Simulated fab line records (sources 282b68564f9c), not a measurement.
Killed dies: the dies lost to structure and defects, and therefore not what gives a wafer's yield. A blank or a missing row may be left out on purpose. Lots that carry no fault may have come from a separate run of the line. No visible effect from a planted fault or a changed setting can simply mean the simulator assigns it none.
fab line records	flow ritCmos
record lots=7	wafers=21	lastDay=7
route steps=202 shown ACTIVE@1 M1@202
lots with no fault: from the same line, run without faults
startH: hours from the record's opening day to when the first of the lot's shown wafers began	waitH: how many hours have passed since the lot's step before this one	" identical to the entry in the row above	L1.1+2: several wafers, shown together as one row	- value missing, or start not given	* or withheld: withheld	< > ~ a bound
route shown NAME@n: a module of which the file shows steps, and the number in the route of the first	usual: mean/standard deviation of fault-free wafers	same: alike in all rows	chamber/n: place in a boat	sites: each site's reading	_std_site: standard deviation of those values	_edge_site: the outer-site mean with the inner-site mean subtracted	radiusMm: for every site, how far away it sits from the centre of the wafer	mask NAME#n: copy n	behind: the last tool/chamber to shape the wafer	hold: the reason the lot was held/the length of the hold in hours/how it ended	device: names the non-switching transistor (n, p or np)	end of line: at the end of the route, the tests of the same wafers	where a step has no rows: the recipe by itself	killed: the dies lost at the first sort to structure and to defects; this is not the yield of the wafer	map: per-die view of a wafer (x killed, . not killed, _ where there is no die)
set.NAME: setting as actually run; set.NAME@STEP: the setting as run at that earlier step	model.NAME: the simulator's own value behind a step, which no gauge read
lots seen at some steps along the route; tables by step, rows by wafer
services: when a tool's chamber went out of use (startH, in hours from the record's first day, below 0 if earlier), for how many hours, and the reason
## steps
# step RIT_ACTIVE_BOW_MEAS_00
# recipe mode=bow
# usual INCOMING_BOW=-1/6.1
lot.wafer	tool	chamber	startH	waitH	INCOMING_BOW[um]
L470.1	filmMetro-02	-	20.00	-	-4
L470.3	"	-	"	"	2
L470.4	"	-	"	"	1
L483.3	filmMetro-02	-	85.04	-	8
L483.4	"	-	"	"	-9
L483.5	"	-	"	"	-5
L484.1	filmMetro-02	-	90.00	-	-3
L484.3	"	-	"	"	2
L484.6	"	-	"	"	-3
L486.2	filmMetro-01	-	100.02	-	9
L486.4	"	-	"	"	-8
L486.6	"	-	"	"	1
L487.2	filmMetro-02	-	105.02	-	-5
L487.3	"	-	"	"	-3
L487.5	"	-	"	"	-9
L488.1	filmMetro-02	-	110.00	-	4
L488.4	"	-	"	"	8
L488.6	"	-	"	"	1
L489.1	filmMetro-01	-	115.00	-	-3
L489.3	"	-	"	"	0
L489.5	"	-	"	"	-2
# step RIT_ACTIVE_OXIDATION_01
# recipe tempC=1000	ambient=O2	targetThkA=468	oxTimeS=3360
# step RIT_ACTIVE_THK_MEAS_02
# recipe reads=SiO2_of_ACTIVE_OXIDATION_01
# usual ACTIVE_OXIDE_THK=46.9/0.9
lot.wafer	tool	chamber	startH	waitH	ACTIVE_OXIDE_THK[nm]
L470.1	filmMetro-01	-	22.05	0.0	44.9
L470.3	"	-	"	"	45.7
L470.4	"	-	"	"	45.5
L483.3	filmMetro-02	-	87.07	0.0	48.3
L483.4	"	-	"	"	48.1
L483.5	"	-	"	"	48.5
L484.1	filmMetro-02	-	92.84	0.0	45.1
L484.3	"	-	"	"	45.9
L484.6	"	-	"	"	45.6
L486.2	filmMetro-01	-	102.06	0.0	47.0
L486.4	"	-	"	"	47.3
L486.6	"	-	"	"	47.6
L487.2	filmMetro-02	-	107.37	0.0	46.7
L487.3	"	-	"	"	46.6
L487.5	"	-	"	"	46.3
L488.1	filmMetro-02	-	112.28	0.0	46.3
L488.4	"	-	"	"	46.2
L488.6	"	-	"	"	46.4
L489.1	filmMetro-01	-	117.09	0.0	47.4
L489.3	"	-	"	"	46.5
L489.5	"	-	"	"	47.0
# step RIT_ACTIVE_CVD_03
# recipe material=Si3N4	targetThkNm=150	tempC=810	precursor=SiH2Cl2/NH3	timeS=1500	pressureMtorr=300	sih2cl2FlowSccm=60	nh3FlowSccm=150
# step RIT_ACTIVE_THK_MEAS_04
# recipe reads=Si3N4_of_ACTIVE_CVD_03
# usual ACTIVE_NITRIDE_THK=150.1/1.4
lot.wafer	tool	chamber	startH	waitH	ACTIVE_NITRIDE_THK[nm]
L470.1	filmMetro-02	-	23.53	0.0	150.0
L470.3	"	-	"	"	149.8
L470.4	"	-	"	"	149.6
L483.3	filmMetro-02	-	89.76	0.0	151.3
L483.4	"	-	"	"	151.6
L483.5	"	-	"	"	151.8
L484.1	filmMetro-01	-	94.32	0.0	149.9
L484.3	"	-	"	"	149.3
L484.6	"	-	"	"	149.3
L486.2	filmMetro-02	-	103.54	0.0	152.5
L486.4	"	-	"	"	150.1
L486.6	"	-	"	"	151.1
L487.2	filmMetro-01	-	108.85	0.0	150.2
L487.3	"	-	"	"	148.2
L487.5	"	-	"	"	150.0
L488.1	filmMetro-02	-	114.46	0.0	150.0
L488.4	"	-	"	"	148.8
L488.6	"	-	"	"	149.6
L489.1	filmMetro-01	-	119.28	0.0	151.2
L489.3	"	-	"	"	149.9
L489.5	"	-	"	"	149.6
# step RIT_ACTIVE_HMDS_05
# recipe primeTimeS=60	primeTempC=140
# step RIT_ACTIVE_COAT_06
# recipe resist=NOVOLAK	spinRpm=3250	resistThkNm=1000
# usual spinSpeedRpm=3250.8/1.9
lot.wafer	tool	chamber	startH	waitH	spinSpeedRpm	model.NOVOLAK_of_ACTIVE_COAT_06.thkNm
L470.1	lithoTrack-03	0	23.74	0.1	3247.5	994.9
L470.3	"	0	"	"	3250.4	996.3
L470.4	"	0	"	"	3250.5	999.2
L483.3	lithoTrack-02	0	90.00	0.1	3247.7	1005
L483.4	"	0	"	"	3251.6	1009
L483.5	"	0	"	"	3250.7	1006
L484.1	lithoTrack-02	0	94.53	0.1	3375.8	982.8
L484.3	"	0	"	"	3376.0	982.8
L484.6	"	0	"	"	3373.5	983.1
L486.2	lithoTrack-02	0	103.77	0.1	3377.8	987.2
L486.4	"	0	"	"	3378.6	982.8
L486.6	"	0	"	"	3376.1	985
L487.2	lithoTrack-02	0	109.07	0.1	3375.5	982.2
L487.3	"	0	"	"	3379.7	979.9
L487.5	"	0	"	"	3377.0	978.6
L488.1	lithoTrack-03	0	114.86	0.1	3254.4	1001
L488.4	"	0	"	"	3254.6	1002
L488.6	"	0	"	"	3252.2	1005
L489.1	lithoTrack-03	0	119.49	0.1	3246.6	1006
L489.3	"	0	"	"	3249.2	1003
L489.5	"	0	"	"	3249.9	1005
# step RIT_ACTIVE_SOFTBAKE_07
# recipe resist=NOVOLAK	tempC=90	timeS=60
# step RIT_ACTIVE_EXPOSE_08
# recipe maskId=M1	na=0.6	sourceShape=conventional	sigmaOuter=0.6	targetCdNm=1400	doseMj=225
# step RIT_ACTIVE_PEB_09
# recipe resist=NOVOLAK	tempC=withheld	timeS=withheld
# step RIT_ACTIVE_DEVELOP_10
# recipe resist=NOVOLAK	developTimeS=50	devTempC=23
# step RIT_ACTIVE_CD_MEAS_11
# recipe targetCdNm=1400
# usual cdNm=1400.1/1.5
lot.wafer	tool	chamber	startH	waitH	cdNm
L470.1	cdSem-01	-	24.44	-	1399.4
L470.3	"	-	"	"	1399.8
L470.4	"	-	"	"	1398.8
L483.3	cdSem-02	-	90.81	-	1401.6
L483.4	"	-	"	"	1401.2
L483.5	"	-	"	"	1402.9
L484.1	cdSem-01	-	95.24	-	1397.6
L484.3	"	-	"	"	1396.2
L484.6	"	-	"	"	1395.5
L486.2	cdSem-02	-	104.58	-	1398.8
L486.4	"	-	"	"	1397.6
L486.6	"	-	"	"	1398.7
L487.2	cdSem-01	-	109.89	-	1398.4
L487.3	"	-	"	"	1396.4
L487.5	"	-	"	"	1397.0
L488.1	cdSem-01	-	115.56	-	1399.9
L488.4	"	-	"	"	1399.1
L488.6	"	-	"	"	1400.9
L489.1	cdSem-01	-	120.19	-	1399.4
L489.3	"	-	"	"	1401.0
L489.5	"	-	"	"	1399.3
# step RIT_ACTIVE_HARDBAKE_12
# recipe resist=NOVOLAK	tempC=140	timeS=60
# step RIT_ACTIVE_ETCH_13
# recipe stopOn=SiO2	chemistry=SF6	target=Si3N4	timeS=210	overEtchFrac=0.4	SF6_flow_sccm=200	pressureMtorr=260	rfW=125	targetDepthA=2100
# usual chamberPressureMTorr=260.01/0.26	drypumpMotorCurrentA=5.7/0.35	oesProductAu=0.825/0.012	throttleValvePct=7.46/0.12
lot.wafer	tool	chamber	startH	waitH	chamberPressureMTorr	drypumpMotorCurrentA	oesProductAu	rfHoursCounterH	throttleValvePct	model.NOVOLAK_of_ACTIVE_COAT_06.thkNm
L470.1	rieDiel-01	3	24.71	0.1	259.83	5.3	0.819	14	7.42	651.3
L470.3	"	1	"	"	260.05	5.6	0.839	146	7.67	653.3
L470.4	"	0	"	"	259.68	5.8	0.825	4	7.45	660.6
L483.3	rieDiel-03	1	91.04	0.1	260.15	5.9	0.833	3	7.48	661.6
L483.4	"	3	"	"	259.92	6.5	0.815	7	7.34	668.6
L483.5	"	0	"	"	260.04	5.7	0.819	-	7.38	661.6
L484.1	rieDiel-03	1	95.51	0.1	260.13	5.9	0.825	3	7.50	646.6
L484.3	"	2	"	"	260.22	5.6	0.826	1	7.23	654.9
L484.6	"	3	"	"	260.37	6.6	0.807	-	7.36	648.2
L486.2	rieDiel-02	3	104.83	0.1	259.97	5.8	0.836	101	7.65	645.5
L486.4	"	2	"	"	259.82	5.3	0.814	-	7.50	636.1
L486.6	"	1	"	"	259.73	5.4	0.842	-	7.56	650.7
L487.2	rieDiel-02	1	110.14	0.1	259.72	5.3	0.837	13	7.55	648.4
L487.3	"	2	"	"	260.06	5.3	0.799	110	7.48	635.1
L487.5	"	2	"	"	260.48	5.3	0.811	-	7.49	633.5
L488.1	rieDiel-02	3	115.83	0.1	259.76	5.8	0.828	101	7.65	658
L488.4	"	1	"	"	259.73	5.4	0.840	-	7.53	665.5
L488.6	"	2	"	"	260.24	5.4	0.808	-	7.50	654.8
L489.1	rieDiel-01	2	120.46	0.1	259.83	5.6	0.847	147	7.48	664.9
L489.3	"	3	"	"	259.95	5.3	0.811	15	7.43	660.9
L489.5	"	0	"	"	259.91	5.8	0.826	-	7.45	664.4
# step RIT_ACTIVE_STRIP_14
# recipe chemistry=O2	timeS=180	resist=NOVOLAK	platenTempC=withheld	powerW=500	pressureMtorr=4000	o2FlowSccm=4000
# usual chamberPressureMTorr=4000/3.3	drypumpMotorCurrentA=5.6/0.47
lot.wafer	tool	chamber	startH	waitH	chamberPressureMTorr	drypumpMotorCurrentA	rfHoursCounterH
L470.1	plasmaAsher-04	1	24.84	0.1	3995	5.7	39
L470.3	"	0	"	"	3997	6.3	-
L470.4	"	1	"	"	4000	5.7	-
L483.3	plasmaAsher-04	0	91.24	0.1	4009	6.3	-
L483.4	"	1	"	"	3999	5.6	-
L483.5	"	1	"	"	4006	5.7	-
L484.1	plasmaAsher-04	1	95.64	0.1	3999	5.7	46
L484.3	"	0	"	"	3999	6.4	-
L484.6	"	0	"	"	4006	6.3	-
L486.2	plasmaAsher-03	0	104.97	0.1	3999	4.8	46
L486.4	"	1	"	"	4004	5.4	-
L486.6	"	1	"	"	3999	5.3	-
L487.2	plasmaAsher-01	0	110.28	0.1	3995	5.8	32
L487.3	"	1	"	"	3998	5.4	-
L487.5	"	0	"	"	4003	5.8	-
L488.1	plasmaAsher-04	0	115.96	0.1	3997	6.3	49
L488.4	"	1	"	"	4001	5.7	-
L488.6	"	1	"	"	4001	5.6	-
L489.1	plasmaAsher-04	1	120.59	0.1	4000	5.7	49
L489.3	"	1	"	"	4004	5.7	-
L489.5	"	1	"	"	3997	5.7	-
# step RIT_M1_PROBE_99
# usual killedAtContacts=0.1/0.31	killedAtFrontEnd=6.3/2.7	killedDies=6.4/2.7	killedOnRim=1.7/1.4	killedOpen=3.3/2	killedShort=3/1.8
# same grossDies=264	killed_at_M0_to_M3=0	killed_at_M4_up=0	killedAtBackSide=0	killedAtOther=0
lot.wafer	tool	chamber	startH	waitH	killedAtContacts	killedAtFrontEnd	killedDies	killedOnRim	killedOpen	killedShort
L470.1	prober-02	-	69.33	0.1	0	5	5	1	2	3
L470.3	prober-02	-	69.43	0.2	0	6	6	1	2	4
L470.4	prober-02	-	69.48	0.2	0	6	6	1	4	2
L483.3	prober-01	-	138.19	0.2	0	8	8	2	6	2
L483.4	prober-01	-	138.24	0.2	1	5	6	2	1	5
L483.5	prober-01	-	138.29	0.2	0	11	11	2	4	7
L484.1	prober-02	-	139.75	0.1	0	6	6	2	4	2
L484.3	prober-02	-	139.85	0.2	0	9	9	4	6	3
L484.6	prober-02	-	140.00	0.2	0	7	7	2	4	3
L486.2	prober-02	-	150.68	0.1	0	5	5	3	3	2
L486.4	prober-02	-	150.78	0.2	0	6	6	0	2	4
L486.6	prober-02	-	150.88	0.2	0	6	6	4	3	3
L487.2	prober-01	-	155.24	0.1	0	8	8	3	5	3
L487.3	prober-01	-	155.29	0.2	0	7	7	2	5	2
L487.5	prober-01	-	155.39	0.2	0	9	9	2	2	7
L488.1	prober-02	-	159.73	0.1	0	1	1	0	1	0
L488.4	prober-02	-	159.88	0.2	0	7	7	3	3	4
L488.6	prober-02	-	159.98	0.2	0	6	6	1	2	4
L489.1	prober-01	-	167.17	0.1	1	0	1	0	0	1
L489.3	prober-01	-	167.27	0.2	0	9	9	4	8	1
L489.5	prober-01	-	167.37	0.2	0	12	12	5	1	9
# killed by level:class
L470.1 REOX:geometricParticle:short=2 GATE:geometricParticle:open=1 GATE:geometricParticle:short=1 SPACER:geometricParticle:open=1
L470.3 GATE:geometricParticle:short=4 FOX2:geometricParticle:open=1 GATE:geometricParticle:open=1
L470.4 REOX:geometricParticle:open=2 FOX1:geometricParticle:open=1 FOX2:geometricParticle:open=1 FOX2:geometricParticle:short=1 REOX:geometricParticle:short=1
L483.3 GATE:geometricParticle:open=3 FOX1:geometricParticle:open=1 FOX1:geometricParticle:short=1 GATE:geometricParticle:short=1 SPACER:geometricParticle:open=1 SILICIDE:geometricParticle:open=1
L483.4 GATE:geometricParticle:short=2 REOX:geometricParticle:short=1 SPACER:geometricParticle:short=1 SPACER:geometricParticle:open=1 CONTACT:geometricParticle:short=1
L483.5 GATE:geometricParticle:short=3 FOX1:geometricParticle:short=1 FOX1:geometricParticle:open=1 GATE:geometricParticle:open=1 REOX:geometricParticle:open=1 REOX:geometricParticle:short=1 SPACER:geometricParticle:short=1 SILICIDE:geometricParticle:short=1
L484.1 FOX2:geometricParticle:open=1 GATE:geometricParticle:short=1 GATE:geometricParticle:open=1 SPACER:geometricParticle:open=1 SPACER:geometricParticle:short=1 SILICIDE:geometricParticle:open=1
L484.3 GATE:geometricParticle:short=3 FOX1:geometricParticle:open=2 GATE:geometricParticle:open=2 SPACER:geometricParticle:open=1 SILICIDE:geometricParticle:open=1
L484.6 FOX1:geometricParticle:open=2 GATE:geometricParticle:open=2 FOX2:geometricParticle:short=1 GATE:geometricParticle:short=1 SILICIDE:geometricParticle:short=1
L486.2 FOX1:geometricParticle:short=1 GATE:geometricParticle:open=1 REOX:geometricParticle:short=1 SPACER:geometricParticle:open=1 SILICIDE:geometricParticle:open=1
L486.4 REOX:geometricParticle:short=2 FOX1:geometricParticle:open=1 GATE:geometricParticle:open=1 SPACER:geometricParticle:short=1 SILICIDE:geometricParticle:short=1
L486.6 GATE:geometricParticle:short=2 FOX1:geometricParticle:open=1 GATE:geometricParticle:open=1 REOX:geometricParticle:short=1 SILICIDE:geometricParticle:open=1
L487.2 FOX1:geometricParticle:open=2 SPACER:geometricParticle:open=2 FOX1:geometricParticle:short=1 REOX:geometricParticle:short=1 SPACER:geometricParticle:short=1 SILICIDE:geometricParticle:open=1
L487.3 GATE:geometricParticle:short=2 GATE:geometricParticle:open=2 REOX:geometricParticle:open=2 FOX1:geometricParticle:open=1
L487.5 REOX:geometricParticle:short=2 FOX1:geometricParticle:short=1 FOX1:geometricParticle:open=1 FOX2:geometricParticle:short=1 GATE:geometricParticle:short=1 GATE:geometricParticle:open=1 SPACER:geometricParticle:short=1 SILICIDE:geometricParticle:short=1
L488.1 GATE:geometricParticle:open=1
L488.4 GATE:geometricParticle:short=2 FOX1:geometricParticle:open=1 REOX:geometricParticle:short=1 SPACER:geometricParticle:open=1 SPACER:geometricParticle:short=1 SILICIDE:geometricParticle:open=1
L488.6 SPACER:geometricParticle:short=2 FOX2:geometricParticle:short=1 GATE:geometricParticle:open=1 REOX:geometricParticle:open=1 REOX:geometricParticle:short=1
L489.1 CONTACT:geometricParticle:short=1
L489.3 SILICIDE:geometricParticle:open=3 GATE:geometricParticle:open=2 FOX1:geometricParticle:open=1 SPACER:geometricParticle:open=1 FOX2:geometricParticle:open=1 SILICIDE:geometricParticle:short=1
L489.5 GATE:geometricParticle:short=4 SILICIDE:geometricParticle:short=2 PWELL:coatMicrobubblePrinted=2 FOX1:geometricParticle:short=1 FOX2:geometricParticle:short=1 REOX:geometricParticle:open=1 SPACER:geometricParticle:short=1
## services
tool	chamber	startH	hours	kind
plasmaAsher-01	-	12.92	11.9	repair
rieDiel-01	2	16.12	5.0	repair
rieDiel-03	2	30.35	3.8	repair
rieDiel-01	0	33.20	5.7	repair
rieDiel-01	3	39.64	14.1	repair
plasmaAsher-04	-	68.49	0.4	repair
rieDiel-01	-	73.54	2.8	pm
rieDiel-02	3	92.04	2.6	repair
rieDiel-02	0	98.03	-	clean
rieDiel-02	0	98.03	22.5	scheduledDown
rieDiel-02	0	98.03	22.5	ventCycle
rieDiel-03	3	115.72	6.7	repair
## key
firstSign step=RIT_ACTIVE_COAT_06	reading=spinSpeedRpm	direction=up	sigmas=67	usual=3250.8	struck=3376.7
effect step=RIT_ACTIVE_CD_MEAS_11	reading=cdNm	direction=down	sigmas=1.8	usual=1400.1	struck=1397.4
modelEffect step=RIT_ACTIVE_COAT_06	value=NOVOLAK_of_ACTIVE_COAT_06.thkNm	without=1001	struck=982.7
modelEffect step=RIT_ACTIVE_ETCH_13	value=NOVOLAK_of_ACTIVE_COAT_06.thkNm	without=660.7	struck=644.3
metAt RIT_ACTIVE_COAT_06
struckWafers L484.1,L484.3,L484.6,L486.2,L486.4,L486.6,L487.2,L487.3,L487.5
testerLeftOut L484,L486,L487
onsetBetween 90.00 94.53
fault kind=processParameterDrift	tool=lithoTrack-02	chamber=-	onsetH=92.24	steps=RIT_ACTIVE_COAT_06	channel=spinRpm	offset=124.96	shape=step	endH=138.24	actsIn=theseRecipesOnly	stated=3250
# testerLeftOut: of these lots the tester's yield and bins aren't shown, on N5 and GAA mostly nor the transistor test; their killed dies are dies lost to structure and defects alone, not to doping, threshold or leakage, so they don't give the yield
